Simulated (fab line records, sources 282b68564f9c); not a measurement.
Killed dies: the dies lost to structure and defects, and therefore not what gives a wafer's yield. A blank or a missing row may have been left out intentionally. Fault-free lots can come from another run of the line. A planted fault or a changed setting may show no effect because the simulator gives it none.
What tool caused it?    flow rit_cmos    42 wafers from 14 lots sampled at 2 of the route's 202 steps

WHAT EACH GAUGE READ, for each wafer
RIT_CONTACT_THK_MEAS_01.
lot   measured     on             CONTACT_TEOS_THK (nm)
L394  day 3 03:14  film_metro-01  402 407 403
L395  day 3 09:46  film_metro-01  399 400 406
L396  day 3 14:26  film_metro-02  399 402 393
L397  day 3 21:56  film_metro-04  400 411 410
L399  day 4 03:10  film_metro-02  399 405 406
L400  day 4 12:11  film_metro-04  397 397 402
L401  day 4 18:47  film_metro-01  396 398 405
L403  day 5 02:25  film_metro-02  396 432 433
L404  day 5 07:05  film_metro-04  393 396 400
L405  day 5 19:48  film_metro-02  433 408 438
L409  day 6 07:52  film_metro-01  396 407 401
L412  day 7 00:18  film_metro-01  407 402 407
L413  day 7 06:40  film_metro-02  397 402 406
L416  day 7 17:13  film_metro-04  401 407 401

EACH LOT AND THE TOOL THAT RAN IT (in order: tool; ch and the chambers of the sampled wafers; start)
lot   RIT_CONTACT_CVD_00
L394  pecvd-03 ch 1,2, day 3 03:11
L395  pecvd-04 ch 1,2, day 3 09:42
L396  pecvd-02 ch 0,1,2, day 3 14:23
L397  pecvd-03 ch 0,2, day 3 21:52
L399  pecvd-02 ch 1,2, day 4 03:06
L400  pecvd-03 ch 0,1, day 4 12:07
L401  pecvd-04 ch 0,2, day 4 18:44
L403  pecvd-03 ch 0,2, day 5 02:22
L404  pecvd-04 ch 1,2, day 5 07:02
L405  pecvd-03 ch 0,2, day 5 19:45
L409  pecvd-02 ch 0,1, day 6 07:47
L412  pecvd-02 ch 0,1, day 7 00:14
L413  pecvd-04 ch 0,1,2, day 7 06:37
L416  pecvd-04 ch 0,1,2, day 7 17:10
- RIT_CONTACT_CVD_00: deposits SiO2 from TEOS, target thk 400 nm, time 61 s.

WHAT THE TOOLS THEMSELVES READ (means of the sampled wafers that have a number; where no wafer has one, the mark that the record gives instead)
RIT_CONTACT_CVD_00.
lot   tool      heater_power_w (W)
L394  pecvd-03  319
L395  pecvd-04  317
L396  pecvd-02  334
L397  pecvd-03  423
L399  pecvd-02  300
L400  pecvd-03  337
L401  pecvd-04  269
L403  pecvd-03  372
L404  pecvd-04  353
L405  pecvd-03  395
L409  pecvd-02  394
L412  pecvd-02  351
L413  pecvd-04  301
L416  pecvd-04  297

THE ANSWER, worked out from the rows above alone
Rule: usual is defined by the lots themselves. The widest of any qualifying gaps counts: lots, ordered by their means at a reading, are off when they make up no more than a third of the lots, leave a main group of 4 or more, and stand apart from it by 3 or more times the standard deviation of that group's means. A main group whose means are all the same, to the digits that the tables above print for the reading, isn't used. Also off: a lot with no number at a reading for which 4 or more lots have one. Where the step has rows for the other lots, those lots are counted as sound. The gauges are gone through in route order, then the tools' own readings, and for those a lot's mean is taken as printed above. At the first step where some lot is off, the reading lying furthest off is the one used; lots without a number count as furthest.
Off: at RIT_CONTACT_THK_MEAS_01 (CONTACT_TEOS_THK), L403, L405. Main group: mean 402 nm, sd 3.
If a tool, at a process step before that reading, ran all the lots that are off and no sound lot after the first of them, it fits. Gauges at RIT_CONTACT_THK_MEAS_01: tried the same way as those tools. One fits: RIT_CONTACT_CVD_00 on pecvd-03. A fault onset in the window from L400 (day 4 12:07, its last sound lot) to L403 (day 5 02:22, its first lot off) fits.

WHAT WAS PUT IN BY THE SIMULATOR
pecvd-03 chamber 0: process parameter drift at RIT_CONTACT_CVD_00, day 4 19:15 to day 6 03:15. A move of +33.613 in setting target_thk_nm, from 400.
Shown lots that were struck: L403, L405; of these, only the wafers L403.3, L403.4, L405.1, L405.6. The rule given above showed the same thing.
